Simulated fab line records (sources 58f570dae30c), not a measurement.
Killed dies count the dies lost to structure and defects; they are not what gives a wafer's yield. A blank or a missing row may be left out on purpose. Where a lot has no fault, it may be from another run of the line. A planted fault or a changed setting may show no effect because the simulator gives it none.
The same fault as seen by 2 desks :: flow berkeley-cmos170 :: only its own numbers are on each desk; what lay behind them is given at the end

== AT THE METROLOGY DESK ==
What the gauges read for every lot (on any tool): the sampled wafers with a number, averaged. A lot is out of limits, marked OUT, if its mean lies more than 4 standard deviations from the usual mean; the brackets give that distance.
Columns: A = NWELL_OVL at UCB170_NWELL_OVL_MEAS_12, usual 3 nm; B = ACTIVE_OXIDE_THK at UCB170_ACTIVE_THK_MEAS_03, usual 26.5 nm; C = ACTIVE_OVL at UCB170_ACTIVE_OVL_MEAS_14, usual -3 nm
lot: L482
first seen here: day 2 11:37
A: 15
B: 26.4
C: -5

lot: L485
first seen here: day 2 18:13
A: 5
B: 26.1
C: 3

lot: L484
first seen here: day 2 18:31
A: 3
B: 26.3
C: 5

lot: L488
first seen here: day 3 07:02
A: 8
B: 26.5
C: -8

lot: L489
first seen here: day 3 17:16
A: 12
B: 26.2
C: -7

lot: L490
first seen here: day 3 22:46
A: 4
B: 26.0
C: 2

lot: L491
first seen here: day 4 02:28
A: 6
B: 26.2
C: -15

lot: L497
first seen here: day 5 07:37
A: -6
B: 26.5
C: -8

lot: L498
first seen here: day 5 16:15
A: 3
B: 27.0
C: 6

lot: L500
first seen here: day 6 00:04
A: 4
B: 26.8
C: -11

lot: L499
first seen here: day 6 00:14
A: 0
B: 26.3
C: 5

lot: L501
first seen here: day 6 10:48
A: 1
B: 27.0
C: -8

lot: L502
first seen here: day 6 11:49
A: 7
B: 27.2
C: -2

lot: L503
first seen here: day 6 17:21
A: -6
B: 26.6
C: 0
Finding of this desk: none of the 14 lots has anything out of limits.

== DESK OF THE TOOL OWNER: litho-track-01 ==
The tool's own readings at UCB170_PWELL_COAT_08 (resist thk 900 nm): means of the sampled wafers that have a number, for each lot that ran on this tool. A lot is out of limits, marked OUT, if its mean lies more than 4 standard deviations from the usual mean; the brackets give that distance.
Columns: A = exhaust-pa at UCB170_PWELL_COAT_08, usual 45.1 Pa
lot: L482
first seen here: day 3 00:28
A: 44.1

lot: L488
first seen here: day 3 22:47
A: 45.1

lot: L489
first seen here: day 4 07:20
A: 44.0

lot: L490
first seen here: day 4 16:40
A: 46.4

lot: L497
first seen here: day 6 02:22
A: 44.9

lot: L498
first seen here: day 6 13:03
A: 45.0

lot: L499
first seen here: day 7 00:52
A: 46.9
Finding of this desk: none of the 7 lots has anything out of limits.

== PUT TOGETHER ==
Metrology desk: nothing out of limits seen.
Nothing out of limits was seen by the tool owner's desk.

== WHAT THE SIMULATOR PUT IN ==
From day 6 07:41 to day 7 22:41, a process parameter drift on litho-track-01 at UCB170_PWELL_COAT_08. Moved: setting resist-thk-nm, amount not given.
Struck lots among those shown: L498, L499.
